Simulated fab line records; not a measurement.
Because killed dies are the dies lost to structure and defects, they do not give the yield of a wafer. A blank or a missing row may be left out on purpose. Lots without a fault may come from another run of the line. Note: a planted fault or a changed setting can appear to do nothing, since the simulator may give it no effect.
Which tool is to blame? / flow berkeley_cmos170 / 15 lots, 45 wafers sampled, at 4 steps of a route of 331

## WHAT THE GAUGES READ, wafer by wafer
UCB170_WELLDRIVE_THK_MEAS_02. Usual: WELLDRIVE_OXIDE_THK typically reads 199 nm, with standard deviation 3.9.
lot=L152; measured=day 4 01:13; on=film_metro-02; WELLDRIVE_OXIDE_THK (nm)=197 193 196; flag=
lot=L154; measured=day 4 01:13; on=film_metro-03; WELLDRIVE_OXIDE_THK (nm)=198 200 202; flag=
lot=L156; measured=day 4 16:24; on=film_metro-03; WELLDRIVE_OXIDE_THK (nm)=200 199 200; flag=
lot=L157; measured=day 4 16:24; on=film_metro-01; WELLDRIVE_OXIDE_THK (nm)=200 199 201; flag=
lot=L159; measured=day 5 06:08; on=film_metro-03; WELLDRIVE_OXIDE_THK (nm)=195 199 199; flag=
lot=L160; measured=day 5 06:08; on=film_metro-01; WELLDRIVE_OXIDE_THK (nm)=202 201 204; flag=
lot=L162; measured=day 5 18:28; on=film_metro-01; WELLDRIVE_OXIDE_THK (nm)=202 200 203; flag=
lot=L161; measured=day 5 18:29; on=film_metro-03; WELLDRIVE_OXIDE_THK (nm)=203 199 205; flag=
lot=L164; measured=day 6 13:35; on=film_metro-03; WELLDRIVE_OXIDE_THK (nm)=192 190 190; flag=
lot=L165; measured=day 6 13:35; on=film_metro-01; WELLDRIVE_OXIDE_THK (nm)=199 201 196; flag=
lot=L166; measured=day 6 19:46; on=film_metro-03; WELLDRIVE_OXIDE_THK (nm)=196 197 197; flag=
lot=L170; measured=day 7 20:19; on=film_metro-02; WELLDRIVE_OXIDE_THK (nm)=200 200 201; flag=
lot=L171; measured=day 7 20:19; on=film_metro-03; WELLDRIVE_OXIDE_THK (nm)=207 203 203; flag=
lot=L169; measured=day 7 20:22; on=film_metro-02; WELLDRIVE_OXIDE_THK (nm)=194 193 190; flag=
lot=L173; measured=day 8 08:05; on=film_metro-03; WELLDRIVE_OXIDE_THK (nm)=193 197 198; flag=

UCB170_SCREENOX_THK_MEAS_02. Usual: SCREENOX_OXIDE_THK typically reads 14.42 nm, with standard deviation 0.25.
lot=L152; measured=day 6 05:34; on=film_metro-03; SCREENOX_OXIDE_THK (nm)=14.67 14.58 14.80; flag=
lot=L154; measured=day 6 05:37; on=film_metro-03; SCREENOX_OXIDE_THK (nm)=14.25 14.31 14.32; flag=
lot=L156; measured=day 6 18:14; on=film_metro-01; SCREENOX_OXIDE_THK (nm)=14.50 14.53 14.86; flag=
lot=L157; measured=day 6 18:14; on=film_metro-04; SCREENOX_OXIDE_THK (nm)=14.29 14.19 14.05; flag=
lot=L159; measured=day 7 14:43; on=film_metro-01; SCREENOX_OXIDE_THK (nm)=14.48 14.46 14.45; flag=
lot=L160; measured=day 7 14:46; on=film_metro-01; SCREENOX_OXIDE_THK (nm)=14.08 14.00 14.23; flag=
lot=L162; measured=day 7 14:43; on=film_metro-03; SCREENOX_OXIDE_THK (nm)=14.37 14.42 14.55; flag=
lot=L161; measured=day 7 14:44; on=film_metro-04; SCREENOX_OXIDE_THK (nm)=14.49 14.45 14.21; flag=
lot=L164; measured=day 8 16:50; on=film_metro-03; SCREENOX_OXIDE_THK (nm)=14.51 14.28 14.32; flag=
lot=L165; measured=day 8 16:51; on=film_metro-04; SCREENOX_OXIDE_THK (nm)=14.38 14.18 14.31; flag=
lot=L166; measured=day 9 02:19; on=film_metro-04; SCREENOX_OXIDE_THK (nm)=14.56 14.35 14.75; flag=
lot=L170; measured=day 10 03:08; on=film_metro-03; SCREENOX_OXIDE_THK (nm)=14.44 14.23 14.22; flag=
lot=L171; measured=day 10 03:08; on=film_metro-04; SCREENOX_OXIDE_THK (nm)=14.07 14.42 14.48; flag=
lot=L169; measured=day 10 03:08; on=film_metro-01; SCREENOX_OXIDE_THK (nm)=14.51 14.45 14.51; flag=
lot=L173; measured=day 10 16:00; on=film_metro-03; SCREENOX_OXIDE_THK (nm)=14.10 14.18 14.10; flag=

UCB170_PVT_OVL_MEAS_06. Usual: PVT_OVL typically reads 2 nm, with standard deviation 5.5.
lot=L152; measured=day 6 14:50; on=overlay-01; PVT_OVL (nm)=10 0 3; flag=
lot=L154; measured=day 6 15:01; on=overlay-01; PVT_OVL (nm)=5 9 6; flag=
lot=L156; measured=day 7 05:30; on=overlay-01; PVT_OVL (nm)=2 11 9; flag=
lot=L157; measured=day 7 05:35; on=overlay-02; PVT_OVL (nm)=-1 0 3; flag=
lot=L159; measured=day 8 01:42; on=overlay-01; PVT_OVL (nm)=9 3 3; flag=
lot=L160; measured=day 8 01:58; on=overlay-02; PVT_OVL (nm)=13 8 8; flag=
lot=L162; measured=day 8 01:58; on=overlay-01; PVT_OVL (nm)=1 4 9; flag=
lot=L161; measured=day 8 01:26; on=overlay-02; PVT_OVL (nm)=-4 0 -12; flag=
lot=L164; measured=day 9 01:13; on=overlay-02; PVT_OVL (nm)=9 1 -2; flag=
lot=L165; measured=day 9 01:04; on=overlay-02; PVT_OVL (nm)=8 4 8; flag=
lot=L166; measured=day 9 12:19; on=overlay-01; PVT_OVL (nm)=-5 -2 7; flag=
lot=L170; measured=day 10 13:08; on=overlay-02; PVT_OVL (nm)=-6 3 -4; flag=
lot=L171; measured=day 10 12:48; on=overlay-01; PVT_OVL (nm)=-2 -4 -10; flag=
lot=L169; measured=day 10 12:31; on=overlay-01; PVT_OVL (nm)=-9 1 -3; flag=
lot=L173; measured=day 11 07:10; on=overlay-02; PVT_OVL (nm)=3 11 -3; flag=

## EACH LOT AND THE TOOL THAT RAN IT (in order: tool; ch and the chambers of the sampled wafers; start)
lot=L152; UCB170_NVT_PEB_04=litho_track-01 ch 0, day 6 11:58
lot=L154; UCB170_NVT_PEB_04=litho_track-02 ch 0, day 6 12:21
lot=L156; UCB170_NVT_PEB_04=litho_track-04 ch 0, day 7 02:23
lot=L157; UCB170_NVT_PEB_04=litho_track-02 ch 0, day 7 01:50
lot=L159; UCB170_NVT_PEB_04=litho_track-01 ch 0, day 7 22:52
lot=L160; UCB170_NVT_PEB_04=litho_track-02 ch 0, day 7 23:06
lot=L162; UCB170_NVT_PEB_04=litho_track-02 ch 0, day 7 22:49
lot=L161; UCB170_NVT_PEB_04=litho_track-02 ch 0, day 7 22:36
lot=L164; UCB170_NVT_PEB_04=litho_track-04 ch 0, day 8 23:25
lot=L165; UCB170_NVT_PEB_04=litho_track-04 ch 0, day 8 23:10
lot=L166; UCB170_NVT_PEB_04=litho_track-01 ch 0, day 9 10:27
lot=L170; UCB170_NVT_PEB_04=litho_track-04, day 10 11:03
lot=L171; UCB170_NVT_PEB_04=litho_track-01, day 10 10:58
lot=L169; UCB170_NVT_PEB_04=litho_track-01 ch 0, day 10 10:41
lot=L173; UCB170_NVT_PEB_04=litho_track-01, day 11 00:38
- UCB170_NVT_PEB_04

## AS READ BY THE TOOLS THEMSELVES (means over the sampled wafers that have a number; for cases with no such wafer, the mark the record gives instead)
UCB170_NVT_PEB_04. Usual: chill_plate_temp_C 23.03 C, standard deviation 0.097; exhaust_pa 44.8 Pa, standard deviation 0.9; resist_line_temp_C 23.01 C, standard deviation 0.1.
lot=L152; tool=litho_track-01; chill_plate_temp_C (C)=23.16; exhaust_pa (Pa)=44.7; resist_line_temp_C (C)=23.01; flag=
lot=L154; tool=litho_track-02; chill_plate_temp_C (C)=22.97; exhaust_pa (Pa)=44.4; resist_line_temp_C (C)=22.93; flag=
lot=L156; tool=litho_track-04; chill_plate_temp_C (C)=22.95; exhaust_pa (Pa)=44.0; resist_line_temp_C (C)=23.00; flag=
lot=L157; tool=litho_track-02; chill_plate_temp_C (C)=23.20; exhaust_pa (Pa)=45.5; resist_line_temp_C (C)=23.05; flag=
lot=L159; tool=litho_track-01; chill_plate_temp_C (C)=22.97; exhaust_pa (Pa)=45.2; resist_line_temp_C (C)=23.03; flag=
lot=L160; tool=litho_track-02; chill_plate_temp_C (C)=23.02; exhaust_pa (Pa)=43.5; resist_line_temp_C (C)=23.00; flag=
lot=L162; tool=litho_track-02; chill_plate_temp_C (C)=23.02; exhaust_pa (Pa)=44.5; resist_line_temp_C (C)=22.98; flag=
lot=L161; tool=litho_track-02; chill_plate_temp_C (C)=23.00; exhaust_pa (Pa)=44.4; resist_line_temp_C (C)=22.97; flag=
lot=L164; tool=litho_track-04; chill_plate_temp_C (C)=23.06; exhaust_pa (Pa)=45.1; resist_line_temp_C (C)=23.18; flag=
lot=L165; tool=litho_track-04; chill_plate_temp_C (C)=22.97; exhaust_pa (Pa)=44.6; resist_line_temp_C (C)=23.12; flag=
lot=L166; tool=litho_track-01; chill_plate_temp_C (C)=22.94; exhaust_pa (Pa)=43.6; resist_line_temp_C (C)=23.08; flag=
lot=L170; tool=litho_track-04; chill_plate_temp_C (C)=-; exhaust_pa (Pa)=-; resist_line_temp_C (C)=-; flag=OFF
lot=L171; tool=litho_track-01; chill_plate_temp_C (C)=-; exhaust_pa (Pa)=-; resist_line_temp_C (C)=-; flag=OFF
lot=L169; tool=litho_track-01; chill_plate_temp_C (C)=23.13; exhaust_pa (Pa)=45.2; resist_line_temp_C (C)=22.92; flag=
lot=L173; tool=litho_track-01; chill_plate_temp_C (C)=-; exhaust_pa (Pa)=-; resist_line_temp_C (C)=-; flag=OFF

## THE ANSWER, worked out from the rows above alone
Rule: lot off if the mean of its wafers having a number is beyond 3 standard deviations from the usual mean. A lot without any number at a reading at which 4 lots or more have one is off too. The other lots that the step has rows for count as sound. First the gauges in route order, then the tools' own readings, where a lot's mean is used as printed above. At the first step where some lot is off, the reading lying furthest off is the one used; lots without a number count as furthest.
Off: L170, L171, L173, at UCB170_NVT_PEB_04 (chill_plate_temp_C). Without a number there: L170, L171, L173.
If a tool, at that step or one of the process steps before it, ran each lot that is off and ran no sound lot following the first of them, it fits. Of those tried, none fits.

## WHAT WAS PUT IN BY THE SIMULATOR
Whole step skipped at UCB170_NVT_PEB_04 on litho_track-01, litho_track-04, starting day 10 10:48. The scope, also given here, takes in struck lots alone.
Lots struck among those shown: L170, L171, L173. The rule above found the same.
